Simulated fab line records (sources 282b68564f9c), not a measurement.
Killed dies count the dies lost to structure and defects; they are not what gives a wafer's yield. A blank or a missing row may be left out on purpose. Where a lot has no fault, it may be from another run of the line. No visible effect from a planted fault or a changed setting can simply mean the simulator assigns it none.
A lot that was struck, set against a sound lot / flow rit-cmos / 44 steps out of a route of 202
Sound: the wafers L295.1, L295.5, L295.6. Wafers struck: L300.2, L300.3, L300.6. The cause is named last.
At each step with rows: each side's tool, then ch and its chambers, then its first start. Under that, the readings that differ: sound wafers / struck wafers / difference of the means / sigmas: that difference in standard deviations of wafers without a fault.
alike: words and numbers the same on both sides, and readings whose means are apart by under 2 such deviations; not compared: readings that were withheld, readings missing a value for some wafer, numbers with overlapping values and no deviation given by the record, and bounds like >300 which may hide the same value.
Wherever a step has rows on one side only, a row that says differs or no value, or a row with sigmas, the two part there. Numbers that don't overlap but have no deviation are shown without sigmas and don't part them. A reading missing from all wafers of one side parts the sides only when that side holds two or more wafers.

first, 3 steps without rows for these wafers: RIT_REOX_CLEAN_01 (cleans in dHF, time 30 s); RIT_REOX_CLEAN_02 (cleans in SC2, time 600 s); RIT_REOX_OXIDATION_03 (target thk 25.2 nm, ox time 5580 s).
RIT_REOX_THK_MEAS_04:
  sound: film-metro-04 at day 3 04:07; struck: film-metro-04 at day 4 01:02
  alike: REOX_OXIDE_THK
then, 6 steps without rows for these wafers: RIT_NLDD_HMDS_00 (prime time 60 s); RIT_NLDD_COAT_01 (resist thk 1000 nm); RIT_NLDD_SOFTBAKE_02 (time 60 s); RIT_NLDD_EXPOSE_03 (exposes mask M7, target cd 40700 nm); RIT_NLDD_PEB_04; RIT_NLDD_DEVELOP_05 (develop time 50 s).
RIT_NLDD_OVL_MEAS_06:
  sound: overlay-02 at day 3 05:13; struck: overlay-02 at day 4 02:04
  alike: NLDD_OVL
then, 1 step without rows for these wafers: RIT_NLDD_HARDBAKE_07 (time 60 s).
RIT_NLDD_IMPLANT_08:
  sound on implanter-01 ch 0, day 3 05:23; struck on implanter-01 ch 0, day 4 02:16
reading=dose-ions-cm2; sound=4.997e+14 5.002e+14 5.006e+14; struck=9.95e+13 9.96e+13 9.95e+13; difference=-4.01e+14; sigmas=-99 or more
reading=end-station-pressure-torr (Torr); sound=6.1e-06 6.3e-06 6.3e-06; struck=5.8e-06 5.3e-06 4.8e-06; difference=-9.3e-07; sigmas=-3
reading=faraday-current-uA; sound=1574 1574 1566; struck=310 326 322; difference=-1252; sigmas=-39
  alike: tilt-deg
RIT_NLDD_STRIP_09: strips in O2, time 180 s.
  sound on plasma-asher-02 ch 0,1, day 3 05:32; struck on plasma-asher-01 ch 0,1, day 4 02:23
  alike: drypump-motor-current-A
  not compared: rf-hours-counter-h
RIT_NLDD_TW_MEAS_10:
  sound: film-metro-03 at day 3 05:43; struck: film-metro-03 at day 4 02:34
reading=NLDD_TW; sound=2498 2495 2497; struck=1545 1526 1529; difference=-963; sigmas=-54
then, 6 steps without rows for these wafers: RIT_PLDD_HMDS_00 (prime time 60 s); RIT_PLDD_COAT_01 (resist thk 1000 nm); RIT_PLDD_SOFTBAKE_02 (time 60 s); RIT_PLDD_EXPOSE_03 (exposes mask M8, target cd 40900 nm); RIT_PLDD_PEB_04; RIT_PLDD_DEVELOP_05 (develop time 50 s).
RIT_PLDD_OVL_MEAS_06:
  sound: overlay-01 at day 3 06:47; struck: overlay-02 at day 4 03:36
  alike: PLDD_OVL
then, 2 steps without rows for these wafers: RIT_PLDD_HARDBAKE_07 (time 60 s); RIT_PLDD_IMPLANT_08.
RIT_PLDD_STRIP_09: strips in O2, time 180 s.
  sound on plasma-asher-04 ch 0,1, day 3 07:07; struck on plasma-asher-02 ch 0,1, day 4 03:56
  alike: drypump-motor-current-A
  not compared: rf-hours-counter-h
RIT_PLDD_TW_MEAS_10:
  sound: film-metro-02 at day 3 07:17; struck: film-metro-03 at day 4 04:07
  alike: PLDD_TW
then, 4 steps without rows for these wafers: RIT_SPACER_CLEAN_00 (cleans in SC1, time 600 s); RIT_SPACER_CLEAN_01 (cleans in dHF, time 30 s); RIT_SPACER_CLEAN_02 (cleans in SC2, time 600 s); RIT_SPACER_CVD_03 (deposits Si3N4 from SiH2Cl2/NH3, target thk 250 nm, time 3300 s).
RIT_SPACER_THK_MEAS_04:
  sound: film-metro-02 at day 3 11:03; struck: film-metro-04 at day 4 06:37
  alike: SPACER_NITRIDE_THK
RIT_SPACER_ETCHBACK_05: etches Si3N4 in SF6/CHF3, stops on SiO2, target depth 250 nm, time 240 s.
  sound on rie-diel-04 ch 1,2, day 3 11:07; struck on rie-diel-02 ch 0,2, day 4 06:40
  alike: drypump-motor-current-A, oes-product-au, throttle-valve-pct
  not compared: rf-hours-counter-h
then, 6 steps without rows for these wafers: RIT_NSD_HMDS_00 (prime time 60 s); RIT_NSD_COAT_01 (resist thk 1000 nm); RIT_NSD_SOFTBAKE_02 (time 59.14 s); RIT_NSD_EXPOSE_03 (exposes mask M9, target cd 40700 nm); RIT_NSD_PEB_04; RIT_NSD_DEVELOP_05 (develop time 50 s).
RIT_NSD_OVL_MEAS_06:
  sound: overlay-01 at day 3 12:07; struck: overlay-01 at day 4 07:55
  alike: NSD_OVL
then, 2 steps without rows for these wafers: RIT_NSD_HARDBAKE_07 (time 60 s); RIT_NSD_IMPLANT_08.
RIT_NSD_STRIP_09: strips in O2, time 180 s.
  sound on plasma-asher-03 ch 0,1, day 3 12:27; struck on plasma-asher-03 ch 1, day 4 08:15
  alike: drypump-motor-current-A
  not compared: rf-hours-counter-h
RIT_SDANNEAL_RS_MEAS_07: the measuring method here is four-point-probe.
  sound: film-metro-03 at day 3 15:02; struck: film-metro-03 at day 4 10:55
reading=NLDD_RS (ohm/sq); sound=150.7 150.8 150.5; struck=516.4 527.3 523.3; difference=+371.7; sigmas=+99 or more
RIT_M1_PROBE_99:
  sound: prober-01 at day 3 22:23; struck: prober-02 at day 4 17:58
  alike: killed-at-front-end, killed-dies, killed-open, killed-short

== WHERE THEY PART ==
First at RIT_NLDD_IMPLANT_08; last, within this record, at RIT_SDANNEAL_RS_MEAS_07. Later steps at which nothing parts them and some readings are alike: RIT_M1_PROBE_99.

WHY: the cause the simulator had injected
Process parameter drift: implanter-01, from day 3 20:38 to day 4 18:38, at RIT_NLDD_IMPLANT_08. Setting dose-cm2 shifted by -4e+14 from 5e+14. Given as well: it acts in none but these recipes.
